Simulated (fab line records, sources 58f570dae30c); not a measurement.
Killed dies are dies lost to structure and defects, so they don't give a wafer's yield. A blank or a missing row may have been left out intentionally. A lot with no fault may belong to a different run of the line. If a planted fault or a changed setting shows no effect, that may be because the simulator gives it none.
Chamber matching + flow berkeleyCmos170 + 4 sister chambers for UCB170_V1_CMP_02 on cmp-01
The step polishes SiO2. 8 wafers are shown with their chamber, then 7 later ones without.

== EACH WAFER AND ITS CHAMBER ==
| wafer  | chamber | motorCurrentA (A) |
|--------|---------|-------------------|
| L338.3 | 0       | 17.3              |
| L339.2 | 0       | 17.2              |
| L339.4 | 1       | 15.7              |
| L339.5 | 1       | 16.3              |
| L343.1 | 2       | 16.1              |
| L343.5 | 3       | 16.9              |
| L352.2 | 2       | 16.0              |
| L352.4 | 3       | 17.0              |

== WAFERS WITHOUT THEIR CHAMBER ==
| wafer  | motorCurrentA (A) |
|--------|-------------------|
| L352.6 | 14.9              |
| L353.1 | 16.6              |
| L353.2 | 17.4              |
| L353.3 | 15.2              |
| L357.1 | 17.3              |
| L357.3 | 18.4              |
| L357.6 | 16.7              |

== THE CHAMBER EACH PASSED THROUGH ==
| wafer  | from the rows above               | in truth |
|--------|-----------------------------------|----------|
| L352.6 | can't be placed: 1 or 2           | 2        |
| L353.1 | can't be placed: 3 or 2 or 1 or 0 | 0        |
| L353.2 | can't be placed: 0 or 3           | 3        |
| L353.3 | can't be placed: 1 or 2           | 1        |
| L357.1 | can't be placed: 0 or 3           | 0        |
| L357.3 | can't be placed: 0 or 3           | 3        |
| L357.6 | can't be placed: 3 or 0 or 2      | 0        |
Correctly placed: 0 of 7. Can't be placed from these rows: 7 (the true chamber is among the candidates in 7). Placed wrongly: 0.
How it was worked out, from the rows above alone: a wafer's distance from a chamber is the root of the sum, over the readings, of the square of ((its reading less the chamber's mean) divided by the reading's scatter). If the next closest chamber is less than 2 further off than the closest, the wafer can't be placed; otherwise it belongs to the closest. The mean given for a chamber averages the wafers shown for that chamber. The scatter: take each reading less its chamber's mean, square it, sum over the shown wafers, divide by the number of wafers less the number of chambers, and take the root.
